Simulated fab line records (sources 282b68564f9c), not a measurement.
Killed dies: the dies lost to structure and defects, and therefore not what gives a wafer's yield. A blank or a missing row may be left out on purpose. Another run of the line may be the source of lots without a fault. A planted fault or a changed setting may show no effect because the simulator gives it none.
Which of the tools did it? + flow rit cmos + Sampling: 14 lots, 42 wafers, 7 of 202 route steps

WHAT THE GAUGES SHOWED, per wafer
RIT_NLDD_TW_MEAS_10. Usual: NLDD_TW typically reads 2489, with standard deviation 22.
| lot  | measured    | on            | NLDD_TW        | flag |
|------|-------------|---------------|----------------|------|
| L864 | day 3 00:06 | film metro-04 | 2529 2525 2523 |      |
| L865 | day 3 03:55 | film metro-02 | 2478 2468 2456 |      |
| L866 | day 3 09:07 | film metro-02 | 2472 2477 2483 |      |
| L867 | day 3 12:37 | film metro-02 | 2469 2475 2468 |      |
| L869 | day 4 00:21 | film metro-02 | 2460 2454 2460 |      |
| L870 | day 4 04:01 | film metro-04 | 2518 2533 2507 |      |
| L871 | day 4 09:32 | film metro-02 | 2473 2462 2468 |      |
| L872 | day 4 16:22 | film metro-02 | 2475 2468 2474 |      |
| L873 | day 4 22:49 | film metro-02 | 2450 2488 2476 |      |
| L874 | day 5 01:22 | film metro-02 | 2482 2494 2477 |      |
| L875 | day 5 05:50 | film metro-02 | 2473 2460 2476 |      |
| L882 | day 6 16:01 | film metro-03 | 2496 2513 2496 |      |
| L884 | day 6 23:33 | film metro-02 | 2493 2467 2490 |      |
| L887 | day 7 14:20 | film metro-04 | 2511 2517 2515 |      |

RIT_PLDD_OVL_MEAS_06. Usual: PLDD_OVL typically reads -1.9 nm, with standard deviation 1.3.
| lot  | measured    | on         | PLDD_OVL (nm)  | flag |
|------|-------------|------------|----------------|------|
| L864 | day 3 01:01 | overlay-01 | -2.1 -1.7 -0.2 |      |
| L865 | day 3 04:50 | overlay-01 | -1.5 -0.6 -0.8 |      |
| L866 | day 3 10:10 | overlay-01 | -1.0 -1.4 -2.3 |      |
| L867 | day 3 13:32 | overlay-02 | -2.1 -2.3 -3.1 |      |
| L869 | day 4 01:24 | overlay-02 | -1.6 -2.4 -1.3 |      |
| L870 | day 4 04:55 | overlay-02 | -3.4 -3.5 -3.0 |      |
| L871 | day 4 10:27 | overlay-02 | -1.3 -2.4 -2.2 |      |
| L872 | day 4 17:16 | overlay-02 | -1.7 0.7 0.7   |      |
| L873 | day 4 23:53 | overlay-01 | -0.2 -2.2 -0.5 |      |
| L874 | day 5 02:23 | overlay-02 | -3.5 -3.2 -3.3 |      |
| L875 | day 5 06:44 | overlay-02 | -6.2 -3.1 -4.1 |      |
| L882 | day 6 16:56 | overlay-02 | -1.8 -3.0 -3.2 |      |
| L884 | day 7 00:37 | overlay-02 | -2.2 -3.2 -5.1 |      |
| L887 | day 7 15:15 | overlay-02 | -1.0 -0.9 -2.6 |      |

RIT_SDANNEAL_RS_MEAS_04: measurement is done with a four-point probe. Usual: PSD_RS typically reads 115.93 ohm/sq, with standard deviation 0.26.
| lot  | measured    | on            | PSD_RS (ohm/sq)      | flag |
|------|-------------|---------------|----------------------|------|
| L864 | day 3 07:38 | film metro-03 | 116.07 116.24 115.92 |      |
| L865 | day 3 11:38 | film metro-04 | 115.88 115.87 115.95 |      |
| L866 | day 3 16:51 | film metro-03 | 115.36 115.60 116.10 |      |
| L867 | day 3 20:29 | film metro-04 | 116.16 116.22 116.23 |      |
| L869 | day 4 08:48 | film metro-03 | 115.84 115.46 115.54 |      |
| L870 | day 4 12:28 | film metro-03 | 116.08 116.05 116.20 |      |
| L871 | day 4 17:35 | film metro-04 | 115.83 115.43 115.69 |      |
| L872 | day 4 23:50 | film metro-04 | 116.27 116.17 116.07 |      |
| L873 | day 5 06:28 | film metro-04 | 116.28 115.64 116.17 |      |
| L874 | day 5 08:55 | film metro-04 | 115.88 115.65 115.50 |      |
| L875 | day 5 13:20 | film metro-03 | 115.83 115.92 116.16 |      |
| L882 | day 6 23:56 | film metro-04 | 165.64 165.97 165.58 | OFF  |
| L884 | day 7 07:11 | film metro-02 | 166.08 166.08 165.10 | OFF  |
| L887 | day 7 21:43 | film metro-03 | 115.89 115.56 115.83 |      |

RIT_SDANNEAL_RS_MEAS_05: measurement is done with a four-point probe. Usual: NSD_RS typically reads 84.58 ohm/sq, with standard deviation 0.25.
| lot  | measured    | on            | NSD_RS (ohm/sq)   | flag |
|------|-------------|---------------|-------------------|------|
| L864 | day 3 07:46 | film metro-03 | 84.47 84.89 84.45 |      |
| L865 | day 3 11:45 | film metro-04 | 84.18 84.41 84.39 |      |
| L866 | day 3 16:58 | film metro-03 | 84.49 84.33 84.40 |      |
| L867 | day 3 20:36 | film metro-04 | 84.58 84.88 84.74 |      |
| L869 | day 4 08:55 | film metro-03 | 84.73 84.88 84.45 |      |
| L870 | day 4 12:35 | film metro-03 | 84.85 84.83 84.79 |      |
| L871 | day 4 17:43 | film metro-04 | 84.73 84.84 84.63 |      |
| L872 | day 4 23:58 | film metro-04 | 84.49 84.07 84.60 |      |
| L873 | day 5 06:35 | film metro-04 | 84.63 84.42 84.36 |      |
| L874 | day 5 09:02 | film metro-04 | 84.70 84.48 84.35 |      |
| L875 | day 5 13:28 | film metro-03 | 84.84 84.66 84.77 |      |
| L882 | day 7 00:03 | film metro-04 | 86.97 86.95 87.27 | OFF  |
| L884 | day 7 07:19 | film metro-02 | 87.42 87.28 87.22 | OFF  |
| L887 | day 7 21:50 | film metro-03 | 84.65 84.77 84.70 |      |

RIT_SDANNEAL_RS_MEAS_06: measurement is done with a four-point probe. Usual: PLDD_RS typically reads 178.8 ohm/sq, with standard deviation 0.34.
| lot  | measured    | on            | PLDD_RS (ohm/sq)  | flag |
|------|-------------|---------------|-------------------|------|
| L864 | day 3 07:53 | film metro-03 | 178.8 178.5 178.0 |      |
| L865 | day 3 11:52 | film metro-04 | 179.4 178.6 178.8 |      |
| L866 | day 3 17:05 | film metro-03 | 178.3 178.8 178.6 |      |
| L867 | day 3 20:43 | film metro-04 | 178.3 178.4 178.6 |      |
| L869 | day 4 09:02 | film metro-03 | 178.7 179.1 178.8 |      |
| L870 | day 4 12:42 | film metro-03 | 179.4 178.6 179.1 |      |
| L871 | day 4 17:50 | film metro-04 | 179.2 178.5 178.8 |      |
| L872 | day 5 00:05 | film metro-04 | 178.7 178.7 178.6 |      |
| L873 | day 5 06:42 | film metro-04 | 179.3 178.8 178.9 |      |
| L874 | day 5 09:09 | film metro-04 | 178.9 178.6 178.6 |      |
| L875 | day 5 13:35 | film metro-03 | 179.3 178.6 178.7 |      |
| L882 | day 7 00:10 | film metro-04 | 245.6 246.1 246.1 | OFF  |
| L884 | day 7 07:26 | film metro-02 | 246.1 246.3 245.8 | OFF  |
| L887 | day 7 21:58 | film metro-03 | 179.2 178.0 179.0 |      |

RIT_SILICIDE_RS_MEAS_02: measurement is done with a four-point probe. Usual: SILICIDE_TI_RS typically reads 51.3 ohm/sq, with standard deviation 0.8.
| lot  | measured    | on            | SILICIDE_TI_RS (ohm/sq) | flag |
|------|-------------|---------------|-------------------------|------|
| L864 | day 3 08:17 | film metro-04 | 50.5 51.5 50.8          |      |
| L865 | day 3 12:16 | film metro-01 | 51.2 52.4 52.0          |      |
| L866 | day 3 17:29 | film metro-01 | 52.8 51.7 51.3          |      |
| L867 | day 3 21:07 | film metro-03 | 51.1 51.1 51.0          |      |
| L869 | day 4 09:26 | film metro-04 | 50.7 50.2 50.5          |      |
| L870 | day 4 13:06 | film metro-03 | 53.1 52.4 51.7          |      |
| L871 | day 4 18:14 | film metro-03 | 51.7 50.5 51.6          |      |
| L872 | day 5 00:29 | film metro-01 | 51.7 51.1 50.9          |      |
| L873 | day 5 07:06 | film metro-04 | 51.1 51.4 50.9          |      |
| L874 | day 5 09:33 | film metro-03 | 52.6 52.4 51.1          |      |
| L875 | day 5 13:59 | film metro-04 | 50.6 51.8 50.5          |      |
| L882 | day 7 00:34 | film metro-03 | 51.4 52.2 51.7          |      |
| L884 | day 7 07:50 | film metro-04 | 51.7 52.8 51.0          |      |
| L887 | day 7 22:22 | film metro-01 | 50.6 51.4 52.3          |      |

TOOL THAT RAN EACH LOT (tool first, then ch and the chambers of the sampled wafers, then the start)
| lot  | RIT_SDANNEAL_RTA_03             |
|------|---------------------------------|
| L864 | rtp anneal-01 ch 0, day 3 07:34 |
| L865 | rtp anneal-02 ch 0, day 3 11:34 |
| L866 | rtp anneal-01 ch 0, day 3 16:47 |
| L867 | rtp anneal-02 ch 0, day 3 20:25 |
| L869 | rtp anneal-02 ch 0, day 4 08:44 |
| L870 | rtp anneal-01 ch 0, day 4 12:23 |
| L871 | rtp anneal-02 ch 0, day 4 17:32 |
| L872 | rtp anneal-01 ch 0, day 4 23:47 |
| L873 | rtp anneal-02 ch 0, day 5 06:24 |
| L874 | rtp anneal-01 ch 0, day 5 08:50 |
| L875 | rtp anneal-02 ch 0, day 5 13:17 |
| L882 | rtp anneal-01 ch 0, day 6 23:52 |
| L884 | rtp anneal-01 ch 0, day 7 07:08 |
| L887 | rtp anneal-02 ch 0, day 7 21:40 |
- RIT_SDANNEAL_RTA_03: time 5 s.

WHAT THE TOOLS THEMSELVES READ (means of the sampled wafers that have a number; where no wafer has one, the mark that the record gives instead)
RIT_SDANNEAL_RTA_03. Usual: ramp up c per s 342.00, standard deviation 0.062; wafer_temp_C_max 1053.7, standard deviation 1.2.
| lot  | tool          | ramp up c per s | wafer_temp_C_max | flag |
|------|---------------|-----------------|------------------|------|
| L864 | rtp anneal-01 | 342.06          | 1053.0           |      |
| L865 | rtp anneal-02 | 342.00          | 1053.5           |      |
| L866 | rtp anneal-01 | 342.02          | 1054.2           |      |
| L867 | rtp anneal-02 | 342.00          | 1054.3           |      |
| L869 | rtp anneal-02 | 341.97          | 1053.3           |      |
| L870 | rtp anneal-01 | 342.04          | 1054.4           |      |
| L871 | rtp anneal-02 | 342.05          | 1054.6           |      |
| L872 | rtp anneal-01 | 342.00          | 1054.7           |      |
| L873 | rtp anneal-02 | 342.00          | 1054.1           |      |
| L874 | rtp anneal-01 | 341.98          | 1054.4           |      |
| L875 | rtp anneal-02 | 342.06          | 1053.6           |      |
| L882 | rtp anneal-01 | 341.99          | 988.2            | OFF  |
| L884 | rtp anneal-01 | 341.98          | 987.8            | OFF  |
| L887 | rtp anneal-02 | 341.95          | 1054.2           |      |

THE ANSWER, worked out from the rows above alone
Rule: a lot is off if the mean of its wafers that have a number lies more than 3 standard deviations from the usual mean. A lot without any number at a reading at which 4 lots or more have one is off too. The other lots that the step has rows for count as sound. Order of review: gauges by route order, followed by the tools' own readings, for which a lot's mean as printed above is used. At the first step where some lot is off, the reading lying furthest off is the one used; lots without a number count as furthest.
Off: L882, L884, seen at RIT_SDANNEAL_RS_MEAS_04 (PSD_RS).
If a tool, at a process step before that reading, ran all the lots that are off and no sound lot after the first of them, it fits. Not tried: the gauges at RIT_SDANNEAL_RS_MEAS_04; whatever is off there is also off at RIT_SDANNEAL_RTA_03, on other tools, and gauge error can't account for it. One candidate fits, namely rtp anneal-01 at RIT_SDANNEAL_RTA_03. A fault onset in the window from L874 (day 5 08:50, its last sound lot) to L882 (day 6 23:52, its first lot off) fits.
On the lots that are off, the tool's own readings at RIT_SDANNEAL_RTA_03 differ by more than 5 times the standard deviation of the sound lots' means, which bears it out; wafer_temp_C_max reads 988.0 there versus 1054.0 on the sound lots.

WHAT THE SIMULATOR HAD INSERTED
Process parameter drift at RIT_SDANNEAL_RTA_03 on rtp anneal-01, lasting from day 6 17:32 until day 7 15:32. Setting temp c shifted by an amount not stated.
Shown lots that were struck: L882, L884. The rule given above showed the same thing.
